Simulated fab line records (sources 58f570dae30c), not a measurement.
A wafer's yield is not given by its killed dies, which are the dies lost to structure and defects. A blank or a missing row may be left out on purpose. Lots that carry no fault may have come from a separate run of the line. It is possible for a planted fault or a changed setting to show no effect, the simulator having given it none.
Split-lot trial / flow berkeley-cmos170 / route with 331 steps; 5 lots, 23 wafers read

== THE SPLIT ITSELF ==
At UCB170_NWELL_CVD_04 (deposits Si3N4 from SiH2Cl2/NH3, target thk 224 nm, time 3360 s), the setting temp-c was moved away from the recipe's 800 C on 10 of the 23 wafers read, by -2.1% to -1.5%. This setting was run at the recipe's value on the other wafers.

== FROM THE SPLIT TO THE READING: what the file shows between them, 4 steps ==
- UCB170_NWELL_THK_MEAS_05
- UCB170_NWELL_HMDS_06: prime time 60 s
- UCB170_NWELL_COAT_07: resist thk 900 nm
- UCB170_NWELL_DEVELOP_11: develop time 45 s

== THE READING ==
oes-product-au, in a.u., at UCB170_NWELL_ETCH_13 (etches Si3N4 in CH3F/Ar/O2, stops on SiO2, target depth 246.4 nm, time 154 s). On this fab line, fault-free wafers typically give 0.943 a.u. with a standard deviation of 0.014 a.u.

wafer=L075.1; tool, chamber at the split=-, -; temp-c as run, C=800; against the recipe=recipe; oes-product-au, a.u.=0.952; against lot-mates on the recipe=-
wafer=L075.2; tool, chamber at the split=-, -; temp-c as run, C=800; against the recipe=recipe; oes-product-au, a.u.=0.962; against lot-mates on the recipe=-
wafer=L075.3; tool, chamber at the split=-, -; temp-c as run, C=800; against the recipe=recipe; oes-product-au, a.u.=0.959; against lot-mates on the recipe=-
wafer=L075.4; tool, chamber at the split=-, -; temp-c as run, C=800; against the recipe=recipe; oes-product-au, a.u.=0.946; against lot-mates on the recipe=-
wafer=L075.5; tool, chamber at the split=-, -; temp-c as run, C=800; against the recipe=recipe; oes-product-au, a.u.=0.961; against lot-mates on the recipe=-
wafer=L079.2; tool, chamber at the split=-, -; temp-c as run, C=783.4; against the recipe=-2.1%; oes-product-au, a.u.=0.784; against lot-mates on the recipe=no lot-mate on the recipe
wafer=L079.3; tool, chamber at the split=-, -; temp-c as run, C=783.4; against the recipe=-2.1%; oes-product-au, a.u.=0.812; against lot-mates on the recipe=no lot-mate on the recipe
wafer=L079.4; tool, chamber at the split=-, -; temp-c as run, C=783.4; against the recipe=-2.1%; oes-product-au, a.u.=0.778; against lot-mates on the recipe=no lot-mate on the recipe
wafer=L079.5; tool, chamber at the split=-, -; temp-c as run, C=783.4; against the recipe=-2.1%; oes-product-au, a.u.=0.811; against lot-mates on the recipe=no lot-mate on the recipe
wafer=L079.6; tool, chamber at the split=-, -; temp-c as run, C=783.4; against the recipe=-2.1%; oes-product-au, a.u.=0.788; against lot-mates on the recipe=no lot-mate on the recipe
wafer=L083.1; tool, chamber at the split=-, -; temp-c as run, C=787.6; against the recipe=-1.5%; oes-product-au, a.u.=0.815; against lot-mates on the recipe=no lot-mate on the recipe
wafer=L083.2; tool, chamber at the split=-, -; temp-c as run, C=787.6; against the recipe=-1.5%; oes-product-au, a.u.=0.820; against lot-mates on the recipe=no lot-mate on the recipe
wafer=L083.3; tool, chamber at the split=-, -; temp-c as run, C=787.6; against the recipe=-1.5%; oes-product-au, a.u.=0.821; against lot-mates on the recipe=no lot-mate on the recipe
wafer=L083.4; tool, chamber at the split=-, -; temp-c as run, C=787.6; against the recipe=-1.5%; oes-product-au, a.u.=0.830; against lot-mates on the recipe=no lot-mate on the recipe
wafer=L083.6; tool, chamber at the split=-, -; temp-c as run, C=787.6; against the recipe=-1.5%; oes-product-au, a.u.=0.830; against lot-mates on the recipe=no lot-mate on the recipe
wafer=L082.1; tool, chamber at the split=-, -; temp-c as run, C=800; against the recipe=recipe; oes-product-au, a.u.=0.962; against lot-mates on the recipe=-
wafer=L082.2; tool, chamber at the split=-, -; temp-c as run, C=800; against the recipe=recipe; oes-product-au, a.u.=0.957; against lot-mates on the recipe=-
wafer=L082.4; tool, chamber at the split=-, -; temp-c as run, C=800; against the recipe=recipe; oes-product-au, a.u.=0.953; against lot-mates on the recipe=-
wafer=L082.5; tool, chamber at the split=-, -; temp-c as run, C=800; against the recipe=recipe; oes-product-au, a.u.=0.961; against lot-mates on the recipe=-
wafer=L082.6; tool, chamber at the split=-, -; temp-c as run, C=800; against the recipe=recipe; oes-product-au, a.u.=0.961; against lot-mates on the recipe=-
wafer=L084.1; tool, chamber at the split=lpcvd-01, 0; temp-c as run, C=800; against the recipe=recipe; oes-product-au, a.u.=0.941; against lot-mates on the recipe=-
wafer=L084.2; tool, chamber at the split=lpcvd-01, 0; temp-c as run, C=800; against the recipe=recipe; oes-product-au, a.u.=0.937; against lot-mates on the recipe=-
wafer=L084.5; tool, chamber at the split=lpcvd-01, 0; temp-c as run, C=800; against the recipe=recipe; oes-product-au, a.u.=0.941; against lot-mates on the recipe=-

THE FIT
A straight line over all 23 wafers: oes-product-au changes by +0.0788 a.u. for each +1% of temp-c; r = +0.99; the points scatter about the line by 0.011 a.u.
Too few moved wafers with a lot-mate on the recipe to fit a line net of each lot's own level.

== THE WHOLE CHAIN: every reading that the file lists as answering this split, in the file's order ==
step=UCB170_NWELL_CVD_04; what it does=deposits Si3N4 from SiH2Cl2/NH3, target thk 224 nm, time 3360 s; reading=Si3N4_of_NWELL_CVD_04.thk-nm (the simulator's own value, which no gauge read); change (the file's fit)=+27.8 nm for each +1% of the setting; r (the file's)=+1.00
step=UCB170_NWELL_THK_MEAS_05; what it does=; reading=NWELL_NITRIDE_THK; change (the file's fit)=+27.8 for each +1% of the setting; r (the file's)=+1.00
step=UCB170_NWELL_ETCH_13; what it does=etches Si3N4 in CH3F/Ar/O2, stops on SiO2, target depth 246.4 nm, time 154 s; reading=oes-product-au; change (the file's fit)=+0.0788 a.u. for each +1% of the setting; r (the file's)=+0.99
step=UCB170_NWELL_ETCH_13; what it does=etches Si3N4 in CH3F/Ar/O2, stops on SiO2, target depth 246.4 nm, time 154 s; reading=etch.depth-nm (the simulator's own value, which no gauge read); change (the file's fit)=+27.5 nm for each +1% of the setting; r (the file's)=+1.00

== FILE'S OWN FIT ==
oes-product-au changes by +0.0788 a.u. for each +1% of temp-c, r = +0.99.
